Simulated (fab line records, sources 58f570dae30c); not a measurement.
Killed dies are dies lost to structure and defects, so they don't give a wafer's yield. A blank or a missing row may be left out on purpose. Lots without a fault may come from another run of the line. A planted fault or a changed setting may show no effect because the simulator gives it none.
Which tool did it? | flow berkeley_cmos170 | 14 lots, 42 wafers sampled, at 5 steps of a route of 331

WHAT THE GAUGES READ, wafer by wafer
UCB170_ACTIVE_THK_MEAS_03.
lot  | measured    | on            | ACTIVE_OXIDE_THK (nm)
L499 | day 4 13:55 | film_metro-01 | 25.5 25.6 25.6
L501 | day 4 22:26 | film_metro-04 | 27.3 27.0 27.3
L505 | day 6 00:40 | film_metro-04 | 25.8 25.1 25.7
L508 | day 6 14:21 | film_metro-01 | 26.4 26.3 26.1
L507 | day 6 14:21 | film_metro-04 | 26.5 26.9 26.5
L510 | day 6 21:22 | film_metro-01 | 26.1 26.0 25.8
L512 | day 7 11:31 | film_metro-01 | 27.4 26.8 27.2
L515 | day 7 20:23 | film_metro-02 | 27.9 27.7 27.3
L516 | day 7 20:23 | film_metro-01 | 26.7 26.7 27.0
L517 | day 8 05:28 | film_metro-01 | 26.0 26.6 25.7
L518 | day 8 17:01 | film_metro-04 | 26.4 26.1 26.3
L519 | day 8 17:01 | film_metro-02 | 26.3 26.4 26.1
L520 | day 9 04:36 | film_metro-04 | 25.5 25.4 26.1
L522 | day 9 11:16 | film_metro-02 | 26.0 26.5 26.6

UCB170_ACTIVE_THK_MEAS_06.
lot  | measured    | on            | ACTIVE_NITRIDE_THK (nm)
L499 | day 4 23:01 | film_metro-02 | 220.2 220.6 219.9
L501 | day 5 05:33 | film_metro-02 | 221.8 221.5 221.7
L505 | day 6 10:37 | film_metro-02 | 226.3 224.7 225.2
L508 | day 6 18:55 | film_metro-02 | 222.6 222.1 222.4
L507 | day 6 18:55 | film_metro-01 | 220.1 221.4 221.5
L510 | day 7 06:01 | film_metro-01 | 222.3 223.9 222.4
L512 | day 7 20:21 | film_metro-01 | 216.3 216.4 217.1
L515 | day 8 03:52 | film_metro-02 | 218.3 219.1 218.6
L516 | day 8 03:52 | film_metro-04 | 213.8 215.3 213.3
L517 | day 8 13:13 | film_metro-01 | 223.3 220.4 223.1
L518 | day 9 02:13 | film_metro-02 | 220.5 218.7 221.1
L519 | day 9 02:12 | film_metro-01 | 218.0 217.4 216.8
L520 | day 9 11:29 | film_metro-04 | 219.1 219.0 218.4
L522 | day 9 21:16 | film_metro-04 | 219.3 219.3 221.3

UCB170_PLDD_CD_MEAS_06: target cd 1200 nm.
lot  | measured     | on        | cd_nm (nm)
L499 | day 7 12:55  | cd_sem-02 | 1198.8 1198.0 1199.1
L501 | day 7 21:40  | cd_sem-01 | 1199.6 1199.2 1197.2
L505 | day 9 06:43  | cd_sem-02 | 1200.8 1200.1 1201.2
L508 | day 9 07:03  | cd_sem-01 | 1198.5 1199.3 1199.1
L507 | day 9 07:36  | cd_sem-01 | 1201.8 1200.9 1200.9
L510 | day 9 17:47  | cd_sem-02 | 1198.3 1199.6 1201.5
L512 | day 10 10:38 | cd_sem-01 | 1199.3 1200.5 1200.7
L515 | day 11 00:04 | cd_sem-01 | 1198.4 1198.2 1198.5
L516 | day 10 23:31 | cd_sem-01 | 1199.5 1198.2 1200.0
L517 | day 11 06:04 | cd_sem-02 | 1197.4 1199.1 1198.4
L518 | day 12 00:22 | cd_sem-02 | 1198.1 1197.5 1198.6
L519 | day 12 00:08 | cd_sem-02 | 1198.5 1200.8 1199.8
L520 | day 12 13:46 | cd_sem-01 | 1198.1 1195.9 1198.2
L522 | day 12 20:02 | cd_sem-02 | 1200.8 1199.7 1200.3

WHICH TOOL RAN EACH LOT (tool, then ch and the chambers of the sampled wafers, then the start)
lot  | UCB170_NWELL_COAT_07             | UCB170_NWELL_STRIP_15
L499 | litho_track-02 ch 0, day 2 13:59 | plasma_asher-04 ch 0,1, day 2 15:10
L501 | litho_track-01 ch 0, day 2 21:51 | plasma_asher-02 ch 0,1, day 2 23:13
L505 | litho_track-03 ch 0, day 3 19:37 | plasma_asher-04 ch 0,1, day 3 21:13
L508 | litho_track-02 ch 0, day 4 08:32 | plasma_asher-04 ch 0,1, day 4 10:06
L507 | litho_track-03 ch 0, day 4 08:47 | plasma_asher-03 ch 0,1, day 4 10:10
L510 | litho_track-03 ch 0, day 4 16:34 | plasma_asher-02 ch 0,1, day 4 18:37
L512 | litho_track-02 ch 0, day 5 05:16 | plasma_asher-02 ch 0,1, day 5 06:38
L515 | litho_track-02 ch 0, day 5 19:03 | plasma_asher-02 ch 0,1, day 5 20:15
L516 | litho_track-01 ch 0, day 6 01:25 | plasma_asher-02 ch 1, day 6 02:41
L517 | litho_track-01 ch 0, day 6 08:16 | plasma_asher-02 ch 0,1, day 6 09:23
L518 | litho_track-02 ch 0, day 6 16:51 | plasma_asher-04 ch 0,1, day 6 18:44
L519 | litho_track-01 ch 0, day 6 17:00 | plasma_asher-03 ch 0,1, day 6 19:01
L520 | litho_track-02 ch 0, day 7 00:59 | plasma_asher-03 ch 0,1, day 7 02:04
L522 | litho_track-01 ch 0, day 7 09:00 | plasma_asher-03 ch 1, day 7 10:19
- UCB170_NWELL_COAT_07: resist thk 900 nm.
- UCB170_NWELL_STRIP_15: strips in O2.

WHAT THE TOOLS THEMSELVES READ (means of the sampled wafers that have a number; where no wafer has one, the mark that the record gives instead)
UCB170_NWELL_STRIP_15.
lot  | tool            | drypump_motor_current_A (A) | oes_product_au (a.u.) | strip_time_to_endpoint_s (s)
L499 | plasma_asher-04 | 5.63                        | 0.723                 | 18.00
L501 | plasma_asher-02 | 5.50                        | 0.721                 | 18.04
L505 | plasma_asher-04 | 5.65                        | 0.720                 | 18.05
L508 | plasma_asher-04 | 5.63                        | 0.719                 | 18.06
L507 | plasma_asher-03 | 5.31                        | 0.722                 | 19.16
L510 | plasma_asher-02 | 5.67                        | 0.722                 | 19.33
L512 | plasma_asher-02 | 5.46                        | 0.724                 | 17.98
L515 | plasma_asher-02 | 5.68                        | 0.717                 | 17.89
L516 | plasma_asher-02 | 5.29                        | 0.717                 | 18.13
L517 | plasma_asher-02 | 5.47                        | 0.721                 | 18.06
L518 | plasma_asher-04 | 5.64                        | 0.723                 | 17.95
L519 | plasma_asher-03 | 5.47                        | 0.718                 | 18.00
L520 | plasma_asher-03 | 5.45                        | 0.719                 | 17.97
L522 | plasma_asher-03 | 5.57                        | 0.719                 | 18.12

THE ANSWER, worked out from the rows above alone
Rule: what is usual is taken from the lots themselves. Put in order of their means at a reading, lots are off if they are a third of the lots or fewer, leave a main group of 4 or more, and stand apart from it by a gap of 3 or more times the standard deviation of the main group's means; of several such gaps the widest counts. A main group whose means are all the same, to the digits that the tables above print for the reading, isn't used. A lot without any number at a reading at which 4 lots or more have one is off too. The other lots that the step has rows for count as sound. The gauges are gone through in route order, then the tools' own readings, and for those a lot's mean is taken as printed above. The first step at which some lot is off is used, and at that step the reading that is off furthest; a lot without a number counts as furthest.
Off: L507, L510, at UCB170_NWELL_STRIP_15 (strip_time_to_endpoint_s). The main group: mean 18.02 s, standard deviation 0.067.
A tool fits if, at that step or a process step before it, it ran every lot that is off, and no sound lot after the first of them. One fits: litho_track-03 at UCB170_NWELL_COAT_07. Its last sound lot is L505 (day 3 19:37), its first lot that is off L507 (day 4 08:47): a fault that began between those two fits.

WHAT THE SIMULATOR HAD PUT IN
Process parameter drift: litho_track-03, from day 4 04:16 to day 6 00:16, at UCB170_NWELL_COAT_07. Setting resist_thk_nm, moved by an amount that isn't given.
Lots struck among those shown: L507, L510. The rule above found the same.
